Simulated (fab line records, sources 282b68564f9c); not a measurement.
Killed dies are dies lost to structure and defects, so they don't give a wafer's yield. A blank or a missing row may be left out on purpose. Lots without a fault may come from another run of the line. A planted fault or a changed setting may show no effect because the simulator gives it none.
Which tool did it? | flow rit_cmos | 14 lots, 42 wafers sampled, at 2 steps of a route of 202

WHAT THE GAUGES READ, wafer by wafer
RIT_REOX_THK_MEAS_04. Usual: REOX_OXIDE_THK 25.2 nm, standard deviation 0.4.
lot  | measured    | on            | REOX_OXIDE_THK (nm) | flag
L610 | day 2 16:06 | film_metro-01 | 25.0 25.1 25.0      |
L612 | day 3 02:58 | film_metro-01 | 25.6 25.5 25.6      |
L613 | day 3 08:39 | film_metro-02 | 25.1 25.7 25.4      |
L614 | day 3 13:13 | film_metro-02 | 25.4 25.4 25.5      |
L615 | day 3 16:41 | film_metro-01 | 24.8 24.7 24.7      |
L616 | day 3 21:23 | film_metro-02 | 26.0 25.2 25.9      |
L617 | day 4 04:16 | film_metro-04 | 25.4 25.4 25.1      |
L618 | day 4 08:56 | film_metro-04 | 25.2 25.1 25.1      |
L620 | day 4 19:04 | film_metro-02 | 25.5 24.9 25.8      |
L621 | day 4 23:02 | film_metro-02 | 24.7 24.7 24.4      |
L623 | day 5 09:56 | film_metro-04 | 11.9 11.9 11.7      | OFF
L626 | day 6 01:21 | film_metro-01 | 12.0 12.0 12.1      | OFF
L631 | day 7 01:11 | film_metro-01 | 25.9 25.5 25.8      |
L632 | day 7 06:53 | film_metro-04 | 24.8 24.5 25.0      |

WHICH TOOL RAN EACH LOT (tool, then ch and the chambers of the sampled wafers, then the start)
lot  | RIT_REOX_OXIDATION_03
L610 | furnace-03 ch 0, day 2 13:32
L612 | furnace-03 ch 0, day 3 00:25
L613 | furnace-01 ch 0, day 3 06:05
L614 | furnace-02 ch 0, day 3 10:40
L615 | furnace-01 ch 0, day 3 14:07
L616 | furnace-03 ch 0, day 3 18:50
L617 | furnace-02 ch 0, day 4 01:43
L618 | furnace-01 ch 0, day 4 06:21
L620 | furnace-02 ch 0, day 4 16:31
L621 | furnace-01 ch 0, day 4 20:27
L623 | furnace-01 ch 0, day 5 07:22
L626 | furnace-01 ch 0, day 5 22:47
L631 | furnace-02 ch 0, day 6 22:37
L632 | furnace-03 ch 0, day 7 04:19
- RIT_REOX_OXIDATION_03: target thk 25.2 nm, ox time 5580 s.

WHAT THE TOOLS THEMSELVES READ (means of the sampled wafers that have a number; where no wafer has one, the mark that the record gives instead)
RIT_REOX_OXIDATION_03. Usual: spike_tc_centre_C 901.4 C, standard deviation 1.4; spike_tc_load_C 927 C, standard deviation 4.4; spike_tc_source_C 921.4 C, standard deviation 1.5; tube_center_temp_C 900.01 C, standard deviation 0.075; tube_center_temp_C_max 902.3, standard deviation 0.34; zone_power_load_pct 25.6 %, standard deviation 1.4.
lot  | tool       | spike_tc_centre_C (C) | spike_tc_load_C (C) | spike_tc_source_C (C) | tube_center_temp_C (C) | tube_center_temp_C_max | zone_power_load_pct (%) | flag
L610 | furnace-03 | 902.7                 | 933                 | 921.9                 | 899.99                 | 902.7                  | 25.7                    |
L612 | furnace-03 | 903.6                 | 933                 | 920.3                 | 900.05                 | 902.5                  | 26.2                    |
L613 | furnace-01 | 899.8                 | 926                 | 921.4                 | 899.91                 | 902.1                  | 23.9                    |
L614 | furnace-02 | 901.4                 | 923                 | 921.3                 | 899.90                 | 902.3                  | 27.1                    |
L615 | furnace-01 | 901.4                 | 926                 | 922.7                 | 899.95                 | 902.0                  | 24.2                    |
L616 | furnace-03 | 903.3                 | 933                 | 920.8                 | 900.01                 | 902.2                  | 26.0                    |
L617 | furnace-02 | 900.6                 | 921                 | 920.5                 | 900.07                 | 902.6                  | 27.2                    |
L618 | furnace-01 | 900.0                 | 927                 | 922.5                 | 900.09                 | 902.3                  | 24.0                    |
L620 | furnace-02 | 899.3                 | 922                 | 920.2                 | 900.05                 | 902.4                  | 26.9                    |
L621 | furnace-01 | 900.8                 | 926                 | 923.5                 | 899.97                 | 902.1                  | 23.9                    |
L623 | furnace-01 | 833.8                 | 859                 | 855.2                 | 833.06                 | 835.4                  | 20.3                    | OFF
L626 | furnace-01 | 834.2                 | 858                 | 855.4                 | 833.17                 | 835.6                  | 20.2                    | OFF
L631 | furnace-02 | 900.7                 | 922                 | 920.7                 | 900.03                 | 902.2                  | 27.5                    |
L632 | furnace-03 | 903.9                 | 934                 | 920.6                 | 900.02                 | 902.5                  | 26.2                    |

THE ANSWER, worked out from the rows above alone
Rule: a lot is off if the mean of its wafers that have a number lies more than 3 standard deviations from the usual mean. A lot without any number at a reading at which 4 lots or more have one is off too. The other lots that the step has rows for count as sound. The gauges are gone through in route order, then the tools' own readings, and for those a lot's mean is taken as printed above. The first step at which some lot is off is used, and at that step the reading that is off furthest; a lot without a number counts as furthest.
Off: L623, L626, at RIT_REOX_THK_MEAS_04 (REOX_OXIDE_THK).
A tool fits if, at a process step before that reading, it ran every lot that is off, and no sound lot after the first of them. The gauges at RIT_REOX_THK_MEAS_04 aren't tried: what is off there is off at RIT_REOX_OXIDATION_03 too, on other tools, and a gauge's error can't cause that. One fits: furnace-01 at RIT_REOX_OXIDATION_03. Its last sound lot is L621 (day 4 20:27), its first lot that is off L623 (day 5 07:22): a fault that began between those two fits.
The tool's own readings at RIT_REOX_OXIDATION_03 bear it out: on the lots that are off they differ by more than 5 times the standard deviation of the sound lots' means. spike_tc_centre_C reads 834.0 C there against 901.5 C on the sound lots; spike_tc_load_C reads 858 C there against 927 C on the sound lots; spike_tc_source_C reads 855.3 C there against 921.4 C on the sound lots; tube_center_temp_C reads 833.12 C there against 900.00 C on the sound lots; tube_center_temp_C_max reads 835.5 there against 902.3 on the sound lots.

WHAT THE SIMULATOR HAD PUT IN
Process parameter drift: furnace-01, from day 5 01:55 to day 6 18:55, at RIT_REOX_OXIDATION_03. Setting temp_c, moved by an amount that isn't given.
Lots struck among those shown: L623, L626. The rule above found the same.
